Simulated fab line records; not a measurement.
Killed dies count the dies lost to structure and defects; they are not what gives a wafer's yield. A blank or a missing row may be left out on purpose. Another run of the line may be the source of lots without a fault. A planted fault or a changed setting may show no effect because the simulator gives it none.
What tool caused it? -- flow berkeley_cmos170 -- Sampling: 14 lots, 42 wafers, 3 of 331 route steps

WHAT THE GAUGES READ, wafer by wafer
UCB170_NLDD_TW_MEAS_11. Usual: for NLDD_TW the level is 2206 and the standard deviation is 19.
lot,measured,on,NLDD_TW,flag
L405,day 7 19:15,film_metro-01,2215 2229 2226,
L406,day 8 03:33,film_metro-01,2217 2217 2218,
L409,day 8 12:29,film_metro-02,2168 2173 2173,
L410,day 8 12:52,film_metro-02,2181 2169 2164,
L408,day 8 13:40,film_metro-02,2434 2411 2407 2419 2407 2422,OFF
L411,day 9 02:03,film_metro-02,2419 2418 2421 2426 2431 2420,OFF
L412,day 9 01:59,film_metro-02,2201 2199 2187,
L419,day 10 08:28,film_metro-01,2217 2234 2230,
L418,day 10 08:35,film_metro-04,2221 2216 2222,
L421,day 11 06:07,film_metro-04,2203 2205 2209,
L420,day 11 07:19,film_metro-04,2212 2218 2213,
L424,day 11 07:37,film_metro-01,2215 2226 2227,
L425,day 12 00:41,film_metro-02,2190 2191 2196,
L427,day 12 16:24,film_metro-04,2216 2226 2223,

UCB170_SDANNEAL_RS_MEAS_05: measurement is done with a four-point probe. Usual: for NLDD_RS the level is 616.3 ohm/sq and the standard deviation is 1.7.
lot,measured,on,NLDD_RS (ohm/sq),flag
L405,day 8 10:30,film_metro-04,616.5 615.1 616.5,
L406,day 8 14:36,film_metro-04,616.8 617.0 617.4,
L409,day 9 00:54,film_metro-01,617.7 616.8 616.2,
L410,day 9 01:40,film_metro-01,618.2 617.3 616.3,
L408,day 9 01:24,film_metro-02,464.0 462.6 465.1 463.7 463.1 463.8,OFF
L411,day 9 17:11,film_metro-01,463.6 464.8 465.4 463.2 464.2 464.4,OFF
L412,day 9 15:33,film_metro-04,613.6 614.5 613.9,
L419,day 10 22:01,film_metro-04,618.9 616.8 617.9,
L418,day 10 22:03,film_metro-02,616.0 615.0 616.5,
L421,day 11 18:49,film_metro-04,617.0 616.5 616.9,
L420,day 11 20:30,film_metro-01,614.2 614.8 613.5,
L424,day 11 19:43,film_metro-04,619.1 618.7 618.9,
L425,day 12 16:56,film_metro-04,619.8 617.2 618.6,
L427,day 13 00:59,film_metro-01,616.3 616.3 615.4,

TOOL THAT RAN EACH LOT (tool first, then ch and the chambers of the sampled wafers, then the start)
lot,UCB170_NLDD_IMPLANT_08
L405,"implanter-02 ch 0, day 7 18:51"
L406,"implanter-02 ch 0, day 8 03:09"
L409,"implanter-04 ch 0, day 8 12:05"
L410,"implanter-02 ch 0, day 8 12:29"
L408,"implanter-04 ch 0, day 8 12:50"
L411,"implanter-03 ch 0, day 9 01:15"
L412,"implanter-04 ch 0, day 9 01:37"
L419,"implanter-03 ch 0, day 10 08:04"
L418,"implanter-02 ch 0, day 10 08:11"
L421,"implanter-03 ch 0, day 11 05:43"
L420,"implanter-04 ch 0, day 11 06:56"
L424,"implanter-04 ch 0, day 11 07:13"
L425,"implanter-02 ch 0, day 12 00:17"
L427,"implanter-04 ch 0, day 12 16:02"
- UCB170_NLDD_IMPLANT_08

AS READ BY THE TOOLS THEMSELVES (means over the sampled wafers that have a number; for cases with no such wafer, the mark the record gives instead)
UCB170_NLDD_IMPLANT_08. Usual: end_station_pressure_torr 5.13e-06 Torr, standard deviation 2.7e-07; faraday_current_uA 159, standard deviation 3.5.
lot,tool,end_station_pressure_torr (Torr),faraday_current_uA,flag
L405,implanter-02,5.42e-06,163,
L406,implanter-02,4.95e-06,163,
L409,implanter-04,5.03e-06,160,
L410,implanter-02,4.90e-06,160,
L408,implanter-04,5.19e-06,158,
L411,implanter-03,5.07e-06,158,
L412,implanter-04,5.19e-06,158,
L419,implanter-03,5.15e-06,159,
L418,implanter-02,5.30e-06,160,
L421,implanter-03,5.23e-06,161,
L420,implanter-04,5.18e-06,162,
L424,implanter-04,5.41e-06,158,
L425,implanter-02,4.87e-06,159,
L427,implanter-04,4.72e-06,154,

THE ANSWER, worked out from the rows above alone
Rule: lot off if the mean of its wafers having a number is beyond 3 standard deviations from the usual mean. Also off: a lot with no number at a reading for which 4 or more lots have one. All remaining lots with rows at the step are treated as sound. Order of review: gauges by route order, followed by the tools' own readings, for which a lot's mean as printed above is used. The first step at which some lot is off is used, and at that step the reading that is off furthest; a lot without a number counts as furthest.
Off: L408, L411, at UCB170_NLDD_TW_MEAS_11 (NLDD_TW).
A tool fits if, at a process step before that reading, it ran every lot that is off, and no sound lot after the first of them. The gauges at UCB170_NLDD_TW_MEAS_11 are tried like those tools. Not one of the candidates tried fits.

WHAT THE SIMULATOR PUT IN
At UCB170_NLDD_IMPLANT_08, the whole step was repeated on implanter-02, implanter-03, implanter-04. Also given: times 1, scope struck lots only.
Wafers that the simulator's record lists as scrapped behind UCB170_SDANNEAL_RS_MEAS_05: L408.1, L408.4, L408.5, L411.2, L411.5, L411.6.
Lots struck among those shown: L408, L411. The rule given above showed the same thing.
